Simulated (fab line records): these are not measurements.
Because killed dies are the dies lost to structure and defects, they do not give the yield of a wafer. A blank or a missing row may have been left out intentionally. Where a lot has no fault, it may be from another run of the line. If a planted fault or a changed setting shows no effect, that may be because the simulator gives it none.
Chamber matching | flow rit-cmos | RIT_GATE_ETCH_19 on rie-si-01: 4 sister chambers
The step etches poly-Si in SF6/CHF3/O2, stops on SiO2, time 165 s, target depth 312.5 nm. 16 wafers are shown with their chamber, then 8 later ones without.

EACH WAFER AND ITS CHAMBER
wafer  | chamber | throttle-valve-pct (%) | drypump-motor-current-A (A) | he-backside-leak-sccm (sccm)
L746.1 | 3       | 10.44                  | 5.1                         | 2.98
L746.2 | 2       | 10.26                  | 5.2                         | 2.92
L746.4 | 0       | 10.06                  | 5.5                         | 2.71
L750.1 | 1       | 10.45                  | 5.0                         | 2.70
L750.2 | 2       | 10.26                  | 5.2                         | 2.81
L750.5 | 1       | 10.45                  | 5.0                         | 2.77
L752.2 | 0       | 10.06                  | 5.5                         | 2.66
L752.5 | 0       | 10.07                  | 5.5                         | 2.59
L752.6 | 3       | 10.43                  | 5.1                         | 3.06
L754.3 | 0       | 10.05                  | 5.6                         | 2.77
L754.4 | 1       | 10.45                  | 5.0                         | 2.87
L754.6 | 0       | 10.06                  | 5.6                         | 2.43
L756.3 | 1       | 10.45                  | 5.1                         | 2.82
L756.5 | 1       | 10.47                  | 5.1                         | 2.78
L756.6 | 2       | 10.25                  | 5.2                         | 2.93
L758.1 | 0       | 10.05                  | 5.6                         | 2.73

SIGNATURES (means of the wafers above)
reading                 | chamber 0 | chamber 1 | chamber 2 | chamber 3 | scatter within a chamber
throttle-valve-pct      | 10.0583   | 10.4540   | 10.2567   | 10.4350   | 0.00775
drypump-motor-current-A | 5.550     | 5.040     | 5.200     | 5.100     | 0.0474
he-backside-leak-sccm   | 2.6483    | 2.7880    | 2.8867    | 3.0200    | 0.0933
Rule: distance of a wafer from a chamber = root of the sum over the readings of ((wafer's reading minus chamber's mean) / reading's scatter) squared. If the next closest chamber is less than 2 further off than the closest, the wafer can't be placed; otherwise it belongs to the closest. The scatter: the root of (the sum of the squares of (reading less its chamber's mean) over the shown wafers, divided by (wafers less chambers)).

WAFERS MISSING THEIR CHAMBER
wafer  | throttle-valve-pct (%) | drypump-motor-current-A (A) | he-backside-leak-sccm (sccm)
L758.2 | 10.44                  | 5.2                         | 2.95
L758.6 | 10.43                  | 5.0                         | 2.80
L766.1 | 10.46                  | 5.0                         | 2.80
L766.4 | 10.05                  | 5.6                         | 2.80
L766.5 | 10.43                  | 5.0                         | 2.86
L768.2 | 10.43                  | 5.1                         | 3.04
L768.4 | 10.44                  | 5.0                         | 2.70
L768.6 | 10.43                  | 5.1                         | 2.83

EACH ONE'S CHAMBER
wafer  | from the rows above     | in truth
L758.2 | can't be placed: 3 or 1 | 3
L758.6 | can't be placed: 1 or 3 | 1
L766.1 | 1                       | 1
L766.4 | 0                       | 0
L766.5 | can't be placed: 3 or 1 | 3
L768.2 | 3                       | 3
L768.4 | can't be placed: 1 or 3 | 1
L768.6 | can't be placed: 3 or 1 | 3
Placed correctly: 3 of 8. Unplaceable from these rows: 5, with the true chamber sitting among the candidates in 5. Number placed wrongly: 0.
